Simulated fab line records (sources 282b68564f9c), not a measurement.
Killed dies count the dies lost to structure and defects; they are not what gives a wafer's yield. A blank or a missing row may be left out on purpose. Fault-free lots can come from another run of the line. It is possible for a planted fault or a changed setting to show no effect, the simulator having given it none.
fab line records	flow rit-cmos
record: lots: 6	wafers: 18	last-day: 7
route steps=202 shown CONTACT@172 M1@184
lots with no fault: from the same line, run without faults
start-h: hours from the record's first day to the start of the lot's first wafer shown	wait-h: hours since the lot's step before	" as in the row above	L1.1+2: one row covering several wafers at once	- either no value or no given start	* or withheld: withheld	< > ~ a bound
route shown NAME@n: names a module that has steps shown in the file, with the first one's number in the route	usual: average and standard deviation across the fault-free wafers	same: alike in all rows	chamber/n: place in a boat	sites: readings site by site	_std_site: the standard deviation of these	_edge_site: mean of outer sites minus mean of inner sites	radius-mm: for every site, how far away it sits from the centre of the wafer	mask NAME#n: copy n	behind: the most recent tool/chamber to have shaped the wafer	hold: cause of the lot's hold/its duration in hours/its outcome	device: names the non-switching transistor (n, p or np)	end of line: the tests these same wafers got at the end of their route	a step given without rows: its recipe and nothing more	killed: at the first sort, the dies lost to defects and structure; wafer yield is something else	map: the dies of a wafer, with x for killed, . for not killed, _ for no die there
set.NAME: the setting the step ran with; set.NAME@STEP: the setting that earlier step ran with	model.NAME: the simulator's own value behind a step, which no gauge read
lots at selected steps of the route; one table per step, one row per wafer
services: a tool's chamber out of use, with start hour (start-h, from the record's first day; less than 0 if before it), hours out, and reason
== steps ==
step: RIT_CONTACT_SOFTBAKE_04
recipe: resist: NOVOLAK	temp-c: 90	time-s: 60
step: RIT_CONTACT_EXPOSE_05
recipe: mask-id: M11	na: 0.6	source-shape: conventional	sigma-outer: 0.5	target-cd-nm: 1000	dose-mj: 250
step: RIT_CONTACT_PEB_06
recipe: resist: NOVOLAK	temp-c: withheld	time-s: withheld
step: RIT_CONTACT_DEVELOP_07
recipe: resist: NOVOLAK	develop-time-s: 120	dev-temp-c: 23
step: RIT_CONTACT_CD_MEAS_08
recipe: target-cd-nm: 1000
usual: cd-nm: 999.9/2.3
lot.wafer	tool	chamber	start-h	wait-h	cd-nm
L522.4	cd-sem-01	-	78.74	-	999.8
L522.5	"	-	"	"	1001.7
L522.6	"	-	"	"	998.1
L523.1	cd-sem-02	-	81.91	-	999.7
L523.3	"	-	"	"	998.8
L523.5	"	-	"	"	999.6
L527.1	cd-sem-02	-	102.07	-	1001.4
L527.3	"	-	"	"	1001.7
L527.4	"	-	"	"	1002.9
L528.1	cd-sem-02	-	112.69	-	998.1
L528.3	"	-	"	"	999.7
L528.5	"	-	"	"	1002.2
L539.1	cd-sem-02	-	161.11	-	1001.4
L539.3	"	-	"	"	999.6
L539.4	"	-	"	"	999.1
L540.1	cd-sem-01	-	166.96	-	999.0
L540.3	"	-	"	"	1000.2
L540.5	"	-	"	"	1003.1
step: RIT_CONTACT_OVL_MEAS_09
usual: CONTACT_OVL: -0.2/1.4
lot.wafer	tool	chamber	start-h	wait-h	CONTACT_OVL[nm]
L522.4	overlay-02	-	78.81	0.1	0.1
L522.5	"	-	"	"	-0.1
L522.6	"	-	"	"	0.9
L523.1	overlay-02	-	82.03	0.1	-0.8
L523.3	"	-	"	"	0.3
L523.5	"	-	"	"	1.8
L527.1	overlay-02	-	102.19	0.1	2.5
L527.3	"	-	"	"	1.0
L527.4	"	-	"	"	-0.9
L528.1	overlay-02	-	112.81	0.1	-0.1
L528.3	"	-	"	"	-1.1
L528.5	"	-	"	"	0.4
L539.1	overlay-01	-	161.23	0.1	-2.3
L539.3	"	-	"	"	-1.6
L539.4	"	-	"	"	0.2
L540.1	overlay-02	-	167.08	0.1	-0.7
L540.3	"	-	"	"	1.2
L540.5	"	-	"	"	1.4
step: RIT_CONTACT_HARDBAKE_10
recipe: resist: NOVOLAK	temp-c: 140	time-s: 60
step: RIT_CONTACT_ETCH_11
recipe: target-depth-a: 4800	over-etch-frac: 0.2	stop-on: TiSi2	chemistry: CHF3/CF4/Ar	target: SiO2	CHF3_flow_sccm: 50	cf4-flow-sccm: 10	Ar_flow_sccm: 100	O2_flow_sccm: 5	pressure-mtorr: 100	rf-w: 200	time-s: 320
usual: cf4-flow-sccm: 9.999/0.029	drypump-motor-current-A: 5.8/0.45	oes-product-au: 0.980/0.013	throttle-valve-pct: 8.86/0.11
lot.wafer	tool	chamber	start-h	wait-h	cf4-flow-sccm	drypump-motor-current-A	oes-product-au	rf-hours-counter-h	throttle-valve-pct
L522.4	rie-diel-03	3	78.98	0.1	9.959	6.4	0.963	111	8.91
L522.5	"	0	"	"	10.009	6.4	0.962	-	8.81
L522.6	"	3	"	"	9.984	6.4	0.969	-	8.91
L523.1	rie-diel-01	0	82.22	0.1	9.934	6.5	0.972	67	8.86
L523.3	"	1	"	"	9.980	5.7	0.983	152	8.88
L523.5	"	2	"	"	9.994	5.4	1.003	-	8.89
L527.1	rie-diel-02	3	102.43	0.1	9.985	5.5	0.982	4	8.93
L527.3	"	2	"	"	9.997	5.3	1.001	3	8.90
L527.4	"	1	"	"	10.007	6.1	0.970	6	8.78
L528.1	rie-diel-01	0	112.99	0.1	9.987	6.4	0.969	67	8.87
L528.3	"	3	"	"	10.036	6.1	0.962	69	8.62
L528.5	"	0	"	"	10.017	6.4	0.967	-	8.84
L539.1	rie-diel-03	0	161.41	0.1	9.945	6.4	0.972	3	8.79
L539.3	"	1	"	"	10.000	5.2	0.987	100	9.07
L539.4	"	3	"	"	9.975	6.4	0.960	113	8.94
L540.1	rie-diel-02	1	167.27	0.1	10.024	6.1	0.975	7	8.79
L540.3	"	3	"	"	10.017	5.5	0.980	5	8.90
L540.5	"	1	"	"	10.039	6.1	0.968	-	8.78
step: RIT_CONTACT_STRIP_12
recipe: chemistry: O2	time-s: 180	resist: NOVOLAK	platen-temp-c: withheld	power-w: 500	pressure-mtorr: 4000	o2-flow-sccm: 4000
usual: drypump-motor-current-A: 5.5/0.52
lot.wafer	tool	chamber	start-h	wait-h	drypump-motor-current-A	rf-hours-counter-h
L522.4	plasma-asher-01	1	79.23	0.2	5.7	-
L522.5	"	1	"	"	5.7	-
L522.6	"	0	"	"	4.8	-
L523.1	plasma-asher-02	0	82.41	0.1	5.2	45
L523.3	"	1	"	"	6.2	-
L523.5	"	1	"	"	6.2	-
L527.1	plasma-asher-01	0	102.62	0.1	4.8	47
L527.3	"	0	"	"	4.8	-
L527.4	"	1	"	"	5.8	-
L528.1	plasma-asher-01	1	113.19	0.1	5.7	48
L528.3	"	1	"	"	5.7	-
L528.5	"	1	"	"	5.8	-
L539.1	plasma-asher-02	1	161.61	0.1	6.2	4
L539.3	"	1	"	"	6.2	-
L539.4	"	0	"	"	5.2	-
L540.1	plasma-asher-02	0	167.46	0.1	5.2	5
L540.3	"	0	"	"	5.2	-
L540.5	"	1	"	"	6.2	-
step: RIT_CONTACT_CD_MEAS_90
recipe: target-cd-nm: 1000
usual: cd-nm: 999.8/2.4
lot.wafer	tool	chamber	start-h	wait-h	cd-nm
L522.4	cd-sem-02	-	79.41	0.1	999.6
L522.5	"	-	"	"	1001.8
L522.6	"	-	"	"	998.4
L523.1	cd-sem-01	-	82.59	0.1	1000.1
L523.3	"	-	"	"	998.9
L523.5	"	-	"	"	999.4
L527.1	cd-sem-01	-	102.80	0.1	1001.5
L527.3	"	-	"	"	1001.7
L527.4	"	-	"	"	1002.8
L528.1	cd-sem-02	-	113.36	0.1	998.8
L528.3	"	-	"	"	999.5
L528.5	"	-	"	"	1002.8
L539.1	cd-sem-02	-	161.78	0.1	1001.1
L539.3	"	-	"	"	998.9
L539.4	"	-	"	"	998.7
L540.1	cd-sem-02	-	167.64	0.1	998.8
L540.3	"	-	"	"	1000.2
L540.5	"	-	"	"	1003.0
step: RIT_CONTACT_CLEAN_13
recipe: chemistry: SC1	mix: 3:3:50	time-s: 600	temp-c: 75
step: RIT_CONTACT_CLEAN_14
recipe: chemistry: SC2	mix: 3:3:50	time-s: 600	temp-c: 75	dry: n2-spin
step: RIT_M1_SPUTTER_00
recipe: material: Al	target-thk-nm: 400	power-w: 2000	chamber-pressure-pa: 0.4	gas: Ar	time-s: 500	substrate-temp-c: 25
usual: throttle-valve-pct: 30.3/0.96
lot.wafer	tool	chamber	start-h	wait-h	throttle-valve-pct	model.Al_of_M1_SPUTTER_00.thk-nm
L522.4	pvd-sputter-04	-	79.84	0.0	29.5	394
L522.5	"	-	"	"	30.3	399
L522.6	"	-	"	"	29.3	400.9
L523.1	pvd-sputter-03	-	83.07	0.0	30.1	390.6
L523.3	"	-	"	"	32.4	402.7
L523.5	"	-	"	"	32.4	399.6
L527.1	pvd-sputter-03	-	103.28	0.0	30.9	401.5
L527.3	"	-	"	"	29.9	394.8
L527.4	"	-	"	"	29.4	447.3
L528.1	pvd-sputter-03	-	113.83	0.0	29.4	443.7
L528.3	"	-	"	"	30.3	394.7
L528.5	"	-	"	"	29.2	442.1
L539.1	pvd-sputter-04	-	162.25	0.0	30.4	401.2
L539.3	"	-	"	"	29.5	393.9
L539.4	"	-	"	"	30.6	397.6
L540.1	pvd-sputter-03	-	168.11	0.0	31.9	402.2
L540.3	"	-	"	"	31.1	393.6
L540.5	"	-	"	"	29.3	393.9
step: RIT_M1_RS_MEAS_01
recipe: thk-meas-gauge: four-point-probe	reads: Al_of_M1_SPUTTER_00
usual: M1_AL_RS: 0.0737/0.00093
lot.wafer	tool	chamber	start-h	wait-h	M1_AL_RS[ohm/sq]
L522.4	film-metro-03	-	80.19	0.2	0.0746
L522.5	"	-	"	"	0.0737
L522.6	"	-	"	"	0.0733
L523.1	film-metro-02	-	83.37	0.1	0.0751
L523.3	"	-	"	"	0.0728
L523.5	"	-	"	"	0.0733
L527.1	film-metro-02	-	103.58	0.1	0.0730
L527.3	"	-	"	"	0.0742
L527.4	"	-	"	"	0.0653
L528.1	film-metro-01	-	114.12	0.1	0.0661
L528.3	"	-	"	"	0.0745
L528.5	"	-	"	"	0.0663
L539.1	film-metro-01	-	162.55	0.1	0.0733
L539.3	"	-	"	"	0.0747
L539.4	"	-	"	"	0.0740
L540.1	film-metro-02	-	168.40	0.1	0.0728
L540.3	"	-	"	"	0.0745
L540.5	"	-	"	"	0.0745
step: RIT_M1_THK_MEAS_02
recipe: thk-meas-gauge: xrf	reads: Al_of_M1_SPUTTER_00
usual: M1_AL_THK: 399/5.2
lot.wafer	tool	chamber	start-h	wait-h	M1_AL_THK[nm]
L522.4	film-metro-03	-	80.28	0.1	397
L522.5	"	-	"	"	403
L522.6	"	-	"	"	404
L523.1	film-metro-02	-	83.49	0.1	391
L523.3	"	-	"	"	404
L523.5	"	-	"	"	400
L527.1	film-metro-02	-	103.70	0.1	400
L527.3	"	-	"	"	393
L527.4	"	-	"	"	442
L528.1	film-metro-01	-	114.24	0.1	442
L528.3	"	-	"	"	394
L528.5	"	-	"	"	442
L539.1	film-metro-01	-	162.67	0.1	400
L539.3	"	-	"	"	391
L539.4	"	-	"	"	396
L540.1	film-metro-02	-	168.52	0.1	398
L540.3	"	-	"	"	391
L540.5	"	-	"	"	389
step: RIT_M1_HMDS_03
recipe: prime-time-s: 60	prime-temp-c: 140
step: RIT_M1_COAT_04
recipe: resist: NOVOLAK	spin-rpm: 2000	resist-thk-nm: 1300
step: RIT_M1_SOFTBAKE_05
recipe: resist: NOVOLAK	temp-c: 90	time-s: 60
step: RIT_M1_EXPOSE_06
recipe: mask-id: M12	na: 0.6	source-shape: conventional	sigma-outer: 0.5	target-cd-nm: 2600	dose-mj: 246.5
step: RIT_M1_PEB_07
recipe: resist: NOVOLAK	temp-c: withheld	time-s: withheld
step: RIT_M1_DEVELOP_08
recipe: resist: NOVOLAK	develop-time-s: 64.68	dev-temp-c: 23
step: RIT_M1_CD_MEAS_09
recipe: target-cd-nm: 2600
usual: cd-nm: 2600.1/2.2
lot.wafer	tool	chamber	start-h	wait-h	cd-nm
L522.4	cd-sem-01	-	81.60	-	2601.2
L522.5	"	-	"	"	2599.1
L522.6	"	-	"	"	2598.9
L523.1	cd-sem-02	-	84.55	-	2601.3
L523.3	"	-	"	"	2600.7
L523.5	"	-	"	"	2598.5
L527.1	cd-sem-01	-	104.64	-	2598.3
L527.3	"	-	"	"	2600.7
L527.4	"	-	"	"	2601.0
L528.1	cd-sem-01	-	115.31	-	2600.5
L528.3	"	-	"	"	2599.6
L528.5	"	-	"	"	2600.2
L539.1	cd-sem-01	-	163.61	-	2600.6
L539.3	"	-	"	"	2599.3
L539.4	"	-	"	"	2601.5
L540.1	cd-sem-02	-	169.59	-	2598.4
L540.3	"	-	"	"	2597.3
L540.5	"	-	"	"	2599.3
step: RIT_M1_OVL_MEAS_10
usual: M1_OVL: -0.6/1.3
lot.wafer	tool	chamber	start-h	wait-h	M1_OVL[nm]
L522.4	overlay-02	-	81.68	0.1	0.0
L522.5	"	-	"	"	0.1
L522.6	"	-	"	"	0.5
L523.1	overlay-02	-	84.67	0.1	-0.8
L523.3	"	-	"	"	0.1
L523.5	"	-	"	"	-0.2
L527.1	overlay-02	-	104.76	0.1	-1.6
L527.3	"	-	"	"	-0.7
L527.4	"	-	"	"	-0.4
L528.1	overlay-02	-	115.43	0.1	0.0
L528.3	"	-	"	"	-0.7
L528.5	"	-	"	"	0.3
L539.1	overlay-02	-	163.73	0.1	0.1
L539.3	"	-	"	"	3.2
L539.4	"	-	"	"	1.8
L540.1	overlay-01	-	169.71	0.1	-0.9
L540.3	"	-	"	"	0.3
L540.5	"	-	"	"	-2.2
step: RIT_M1_HARDBAKE_11
recipe: resist: NOVOLAK	temp-c: 140	time-s: 120
step: RIT_M1_METAL_ETCH_12
recipe: stop-on: SiO2	chemistry: Cl2/BCl3	target: Al	time-s: 165	over-etch-frac: 0.5	pressure-mtorr: 100	target-depth-a: 6000	rf-w: 250	Cl2_flow_sccm: 60	bcl3-flow-sccm: 50
usual: bcl3-flow-sccm: 49.98/0.15	drypump-motor-current-A: 5.7/0.36	he-backside-leak-sccm: 3.4/0.36	oes-product-au: 0.770/0.011	throttle-valve-pct: 8.30/0.15
lot.wafer	tool	chamber	start-h	wait-h	bcl3-flow-sccm	drypump-motor-current-A	he-backside-leak-sccm	oes-product-au	rf-hours-counter-h	throttle-valve-pct
L522.4	rie-metal-04	0	82.01	0.1	49.81	5.5	3.0	0.776	-	8.14
L522.5	"	1	"	"	49.88	5.4	3.3	0.788	-	8.39
L522.6	"	0	"	"	49.79	5.5	3.1	0.778	-	8.15
L523.1	rie-metal-01	1	84.96	0.2	50.01	5.3	3.2	0.761	3	8.48
L523.3	"	0	"	"	49.88	6.1	3.4	0.766	-	8.08
L523.5	"	0	"	"	49.80	6.1	3.3	0.764	-	8.06
L527.1	rie-metal-03	0	105.05	0.2	49.73	5.4	3.3	0.790	1	8.46
L527.3	"	0	"	"	49.85	5.4	3.3	0.777	-	8.45
L527.4	"	1	"	"	50.14	6.1	3.6	0.822	-	8.29
L528.1	rie-metal-04	0	115.81	0.2	49.71	5.5	3.0	0.818	38	8.14
L528.3	"	0	"	"	49.92	5.5	3.1	0.767	-	8.16
L528.5	"	1	"	"	50.06	5.4	3.6	0.826	-	8.39
L539.1	rie-metal-01	1	164.01	0.2	50.11	5.3	3.3	0.767	4	8.47
L539.3	"	1	"	"	50.24	5.3	3.3	0.756	-	8.47
L539.4	"	0	"	"	50.14	6.2	3.5	0.766	-	8.05
L540.1	rie-metal-03	1	169.99	0.2	49.92	6.1	3.6	0.762	2	8.28
L540.3	"	0	"	"	50.07	5.4	3.3	0.770	-	8.46
L540.5	"	1	"	"	49.78	6.1	3.5	0.754	-	8.30
step: RIT_M1_STRIP_13
recipe: chemistry: nmp	resist: NOVOLAK	temp-c: 80	time-s: 600	dry: n2-spin
step: RIT_M1_PROBE_99
usual: defect-limited-yield: 97.2/1.1	killed-at-contacts: 0.1/0.36	killed-at-front-end: 7.2/2.9	killed-dies: 7.4/2.9	killed-open: 3.8/2	killed-short: 3.5/2	sort_bin_3_pad_short: 0.1/0.2	sort_bin_5_function: 1.7/0.83	sort_bin_6_memory: 1.0/0.61	sort-n-pass: 256.6/2.9	sort-yield-pct: 97.2/1.1
same: gross-dies: 264	killed_at_M0_to_M3: 0	killed_at_M4_up: 0	killed-at-back-side: 0	killed-at-other: 0
lot.wafer	tool	chamber	start-h	wait-h	defect-limited-yield[%]	killed-at-contacts	killed-at-front-end	killed-dies	killed-open	killed-short	sort_bin_3_pad_short[%]	sort_bin_5_function[%]	sort_bin_6_memory[%]	sort-n-pass	sort-yield-pct[%]	model.etest.m1.rs-ohm-sq
L522.4	prober-01	-	84.35	0.2	96.6	0	9	9	5	4	0	2.3	1.1	255.0	96.6	0.07373
L522.5	prober-01	-	84.40	0.2	95.8	0	11	11	7	4	0.4	1.9	1.9	253.0	95.8	0.07257
L522.6	prober-01	-	84.45	0.2	97.0	0	8	8	5	3	0	2.3	0.8	256.0	97.0	0.07317
L523.1	prober-02	-	88.67	0.1	96.2	1	9	10	4	6	0.8	1.5	1.5	254.0	96.2	0.0743
L523.3	prober-02	-	88.77	0.2	97.3	0	7	7	4	3	0	2.3	0.4	257.0	97.3	0.07219
L523.5	prober-02	-	88.87	0.2	97.7	1	5	6	3	3	0	1.9	0.4	258.0	97.7	0.07332
L527.1	prober-02	-	107.50	0.1	97.0	0	8	8	5	3	0.4	1.5	1.1	256.0	97.0	0.07221
L527.3	prober-02	-	107.60	0.2	98.9	0	3	3	2	1	0	0.8	0.4	261.0	98.9	0.07336
L527.4	prober-02	-	107.65	0.2	98.1	0	5	5	4	1	0	1.5	0.4	259.0	98.1	0.06496
L528.1	prober-02	-	118.24	0.1	95.1	0	13	13	6	7	0.4	1.9	2.7	251.0	95.1	0.06557
L528.3	prober-02	-	118.34	0.2	97.7	0	6	6	3	3	0	1.9	0.4	258.0	97.7	0.07406
L528.5	prober-02	-	118.44	0.2	96.2	0	10	10	7	3	0.4	1.9	1.5	254.0	96.2	0.06514
L539.1	prober-01	-	166.26	0.1	97.7	1	5	6	4	2	0	1.5	0.8	258.0	97.7	0.0719
L539.3	prober-01	-	166.36	0.2	97.3	0	7	7	1	6	0.4	1.5	0.8	257.0	97.3	0.07357
L539.4	prober-01	-	166.41	0.2	97.3	0	7	7	4	3	0	1.5	1.1	257.0	97.3	0.07267
L540.1	prober-02	-	172.25	0.1	95.5	0	12	12	6	6	0	2.7	1.9	252.0	95.5	0.07216
L540.3	prober-02	-	172.35	0.2	97.3	0	7	7	2	5	0.4	1.9	0.4	257.0	97.3	0.07412
L540.5	prober-02	-	172.45	0.2	97.0	0	8	8	4	4	0.4	1.5	1.1	256.0	97.0	0.07324
killed by level:class
L522.4 GATE:geometric-particle:open=2 FOX1:geometric-particle:short=1 FOX2:geometric-particle:open=1 FOX2:geometric-particle:short=1 GATE:geometric-particle:short=1 SPACER:geometric-particle:open=1 SILICIDE:geometric-particle:open=1 SILICIDE:geometric-particle:short=1
L522.5 FOX1:geometric-particle:open=3 GATE:geometric-particle:open=2 GATE:geometric-particle:short=2 FOX1:geometric-particle:short=1 FOX2:geometric-particle:open=1 FOX2:geometric-particle:short=1 SILICIDE:geometric-particle:open=1
L522.6 FOX2:geometric-particle:open=2 FOX1:geometric-particle:short=1 GATE:geometric-particle:open=1 SPACER:geometric-particle:open=1 SPACER:geometric-particle:short=1 SILICIDE:geometric-particle:short=1 SILICIDE:geometric-particle:open=1
L523.1 GATE:geometric-particle:short=2 SPACER:geometric-particle:short=2 FOX1:geometric-particle:open=1 GATE:geometric-particle:open=1 REOX:geometric-particle:short=1 SPACER:geometric-particle:open=1 SILICIDE:geometric-particle:open=1 CONTACT:geometric-particle:short=1
L523.3 GATE:geometric-particle:open=3 GATE:geometric-particle:short=1 REOX:geometric-particle:open=1 REOX:geometric-particle:short=1 SPACER:geometric-particle:short=1
L523.5 GATE:geometric-particle:open=2 FOX1:geometric-particle:open=1 REOX:geometric-particle:short=1 SPACER:geometric-particle:short=1 CONTACT:geometric-particle:short=1
L527.1 GATE:geometric-particle:open=3 FOX1:geometric-particle:open=2 GATE:geometric-particle:short=2 FOX2:geometric-particle:short=1
L527.3 FOX1:geometric-particle:open=1 FOX1:geometric-particle:short=1 REOX:geometric-particle:open=1
L527.4 FOX1:geometric-particle:open=2 REOX:geometric-particle:short=1 REOX:geometric-particle:open=1 SILICIDE:geometric-particle:open=1
L528.1 FOX2:geometric-particle:open=2 FOX2:geometric-particle:short=2 GATE:geometric-particle:short=2 GATE:geometric-particle:open=2 SPACER:geometric-particle:short=2 FOX1:geometric-particle:open=1 REOX:geometric-particle:short=1 REOX:geometric-particle:open=1
L528.3 FOX2:geometric-particle:short=2 GATE:geometric-particle:short=1 GATE:geometric-particle:open=1 REOX:geometric-particle:open=1 SILICIDE:geometric-particle:open=1
L528.5 GATE:geometric-particle:open=5 FOX1:geometric-particle:short=1 FOX1:geometric-particle:open=1 FOX2:geometric-particle:short=1 GATE:geometric-particle:short=1 SPACER:geometric-particle:open=1
L539.1 GATE:geometric-particle:open=2 FOX1:geometric-particle:short=1 GATE:geometric-particle:short=1 SILICIDE:geometric-particle:open=1 CONTACT:geometric-particle:open=1
L539.3 GATE:geometric-particle:short=3 FOX1:geometric-particle:short=1 FOX2:geometric-particle:short=1 FOX2:geometric-particle:open=1 SILICIDE:geometric-particle:short=1
L539.4 GATE:geometric-particle:open=2 FOX1:geometric-particle:short=1 FOX2:geometric-particle:open=1 GATE:geometric-particle:short=1 SILICIDE:geometric-particle:open=1 SILICIDE:geometric-particle:short=1
L540.1 FOX1:geometric-particle:open=4 FOX1:geometric-particle:short=2 GATE:geometric-particle:short=2 FOX2:geometric-particle:short=1 GATE:geometric-particle:open=1 SILICIDE:geometric-particle:short=1 SILICIDE:geometric-particle:open=1
L540.3 FOX1:geometric-particle:short=2 REOX:geometric-particle:short=2 FOX1:geometric-particle:open=1 GATE:geometric-particle:short=1 GATE:geometric-particle:open=1
L540.5 GATE:geometric-particle:open=2 GATE:geometric-particle:short=2 SILICIDE:geometric-particle:short=2 FOX2:geometric-particle:open=1 SILICIDE:geometric-particle:open=1
== services ==
tool	chamber	start-h	hours	kind
rie-diel-03	0	56.94	8.8	repair
rie-metal-03	0	69.67	29.5	repair
rie-diel-02	0	73.09	12.9	repair
rie-metal-04	1	99.56	8.8	repair
rie-diel-01	2	101.06	17.1	repair
plasma-asher-02	-	107.56	3.9	repair
plasma-asher-02	-	111.42	9.0	pm
plasma-asher-02	0	111.42	9.0	vent-cycle
plasma-asher-02	1	111.42	9.0	vent-cycle
rie-metal-01	-	115.84	0.8	repair
plasma-asher-02	0	120.42	-	clean
plasma-asher-02	1	120.42	-	clean
pvd-sputter-03	-	120.84	3.1	repair
rie-metal-04	-	131.44	2.8	pm
rie-diel-01	1	135.75	-	clean
rie-diel-01	1	135.75	13.7	scheduled-down
rie-diel-01	1	135.75	13.7	vent-cycle
rie-metal-04	-	136.12	20.0	pm
rie-metal-04	0	136.12	20.0	vent-cycle
rie-metal-04	1	136.12	20.0	vent-cycle
rie-metal-01	-	153.27	1.0	repair
pvd-sputter-03	-	160.78	2.8	repair
rie-metal-04	-	165.35	1.1	repair
rie-metal-01	-	168.42	0.5	repair
== key ==
first-sign: step: RIT_M1_RS_MEAS_01	reading: M1_AL_RS	direction: down	sigmas: 8.4	usual: 0.0737	struck: 0.0659
effect: step: RIT_M1_THK_MEAS_02	reading: M1_AL_THK	direction: up	sigmas: 8.3	usual: 399	struck: 442
effect: step: RIT_M1_METAL_ETCH_12	reading: oes-product-au	direction: up	sigmas: 4.9	usual: 0.770	struck: 0.822
model-effect: step: RIT_M1_SPUTTER_00	value: Al_of_M1_SPUTTER_00.thk-nm	without: 396.4	struck: 444.4
model-effect: step: RIT_M1_PROBE_99	value: etest.m1.rs-ohm-sq	without: 0.07312	struck: 0.06522
met-at RIT_M1_SPUTTER_00
struck-wafers L527.4,L528.1,L528.5
fault: kind: process-parameter-drift	tool: pvd-sputter-03	chamber: -	onset-h: 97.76	steps: RIT_M1_SPUTTER_00	channel: target-thk-nm	offset: 48	shape: step	end-h: 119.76	stated: 400	scope: struck-wafers-only
